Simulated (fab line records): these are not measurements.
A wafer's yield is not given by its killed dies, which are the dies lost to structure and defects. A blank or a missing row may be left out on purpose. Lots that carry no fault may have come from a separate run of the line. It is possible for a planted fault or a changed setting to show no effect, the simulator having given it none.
A struck lot beside a sound one    flow rit-cmos    26 steps out of a route of 202
Sound: the wafers L377.1, L377.4, L377.6. The struck wafers were L388.3, L388.4, L388.5. Last of all comes the cause.
For every step that has rows: the tool of each side, followed by ch and its chambers, followed by its first start. Under that, the readings that differ: sound wafers    struck wafers    difference of the means    sigmas: that difference in standard deviations of wafers without a fault.
alike: same words and numbers on both sides, and readings whose means sit less than 2 such deviations apart. not compared: any withheld reading, any reading some wafer has no value for, any bound like >300 that may hide the same value, and any number with overlapping values for which the record gives no deviation.
A row with sigmas, a row that says differs or no value, or rows on one side alone: a step with any of these is where the two part. Numbers that don't overlap but have no deviation are shown without sigmas and don't part them. Lack of a reading on every wafer of one side parts them only where that side has two or more wafers.

RIT_ACTIVE_BOW_MEAS_00:
  sound on film-metro-04 at day 2 01:00; struck on film-metro-04 at day 4 08:02
  alike: INCOMING_BOW
then, 1 step without rows for these wafers: RIT_ACTIVE_OXIDATION_01 (target thk 46.8 nm, ox time 3360 s).
RIT_ACTIVE_THK_MEAS_02:
  sound on film-metro-03 at day 2 05:20; struck on film-metro-04 at day 4 10:52
  alike: ACTIVE_OXIDE_THK
RIT_ACTIVE_CVD_03: deposits Si3N4 from SiH2Cl2/NH3, target thk 150 nm, time 1500 s.
  sound on lpcvd-02 ch 0, day 2 05:24; struck on lpcvd-01 ch 0, day 4 10:55
reading                                   sound              struck             difference  sigmas
model.Si3N4_of_ACTIVE_CVD_03.thk-nm (nm)  150.9 151.3 150.1  102.1 100.8 101.7  -49.2       
  alike: zone-power-source-pct
RIT_ACTIVE_THK_MEAS_04:
  sound on film-metro-03 at day 2 06:49; struck on film-metro-03 at day 4 12:20
reading                  sound              struck             difference  sigmas
ACTIVE_NITRIDE_THK (nm)  150.9 151.4 150.0  102.1 100.9 101.7  -49.2       -38
then, 6 steps without rows for these wafers: RIT_ACTIVE_HMDS_05 (prime time 60 s); RIT_ACTIVE_COAT_06 (resist thk 1000 nm); RIT_ACTIVE_SOFTBAKE_07 (time 60 s); RIT_ACTIVE_EXPOSE_08 (exposes mask M1, target cd 1400 nm); RIT_ACTIVE_PEB_09; RIT_ACTIVE_DEVELOP_10 (develop time 50 s).
RIT_ACTIVE_CD_MEAS_11 targets a cd of 1400 nm.
  sound on cd-sem-01 at day 2 07:59; struck on cd-sem-02 at day 4 13:38
  alike: cd-nm
then, 1 step without rows for these wafers: RIT_ACTIVE_HARDBAKE_12 (time 60 s).
RIT_ACTIVE_ETCH_13: etches Si3N4 in SF6, stops on SiO2, time 210 s, target depth 210 nm.
  sound on rie-diel-04 ch 1,3, day 2 08:21; struck on rie-diel-04 ch 0,2, day 4 13:52
reading                             sound              struck             difference  sigmas
oes-product-au (a.u.)               0.801 0.812 0.810  0.674 0.660 0.678  -0.137      -11
model.etch.depth-nm (nm)            150.9 151.3 150.1  102.1 100.8 101.7  -49.2       
model.ACTIVE.feature-depth-nm (nm)  150.9 151.3 150.1  102.1 100.8 101.7  -49.2       
  alike: drypump-motor-current-A, throttle-valve-pct
  not compared: rf-hours-counter-h
RIT_ACTIVE_STRIP_14: strips in O2, time 180 s.
  sound on plasma-asher-04 ch 0,1, day 2 08:29; struck on plasma-asher-04 ch 0,1, day 4 14:04
  alike: drypump-motor-current-A, rf-refl-power-W
  not compared: rf-hours-counter-h
RIT_ACTIVE_CD_MEAS_90 targets a cd of 1400 nm.
  sound on cd-sem-01 at day 2 08:40; struck on cd-sem-01 at day 4 14:13
  alike: cd-nm
then, 4 steps without rows for these wafers: RIT_ACTIVE_CLEAN_15 (cleans in SC1, time 575.9 s); RIT_ACTIVE_CLEAN_16 (cleans in dHF, time 30 s); RIT_ACTIVE_CLEAN_17 (cleans in SC2, time 600 s); RIT_FOX1_OXIDATION_00 (target thk 350.7 nm, ox time 1130 s).
RIT_FOX1_THK_MEAS_01:
  sound on film-metro-03 at day 2 10:29; struck on film-metro-02 at day 4 16:56
  alike: FOX1_OXIDE_THK
then, 2 steps without rows for these wafers: RIT_FOX1_WET_ETCH_02 (etches SiO2 in BOE, target depth 350 nm, time 390 s); RIT_FOX2_OXIDATION_00 (target thk 350.7 nm, ox time 1130 s).
RIT_FOX2_THK_MEAS_01:
  sound on film-metro-04 at day 2 13:35; struck on film-metro-01 at day 4 21:30
  alike: FOX2_OXIDE_THK
RIT_FOX2_CLEAN_02: cleans in dHF, time 180 s.
  sound on wet-bench-01 ch 3, day 2 13:39; struck on wet-bench-02 ch 0, day 4 21:32
reading                                   sound              struck           difference  sigmas
model.Si3N4_of_ACTIVE_CVD_03.thk-nm (nm)  131.8 132.1 130.9  82.8 81.5 82.45  -49.3       
then, 1 step without rows for these wafers: RIT_FOX2_WET_ETCH_03 (etches Si3N4 in H3PO4, target depth 195 nm, time 2700 s).

WHERE THEY PART
At RIT_ACTIVE_THK_MEAS_04 first; at RIT_ACTIVE_ETCH_13 last (within this record only). Later steps at which nothing parts them and some readings are alike: RIT_ACTIVE_STRIP_14, RIT_ACTIVE_CD_MEAS_90, RIT_FOX1_THK_MEAS_01, RIT_FOX2_THK_MEAS_01.

WHY: what the simulator had put in
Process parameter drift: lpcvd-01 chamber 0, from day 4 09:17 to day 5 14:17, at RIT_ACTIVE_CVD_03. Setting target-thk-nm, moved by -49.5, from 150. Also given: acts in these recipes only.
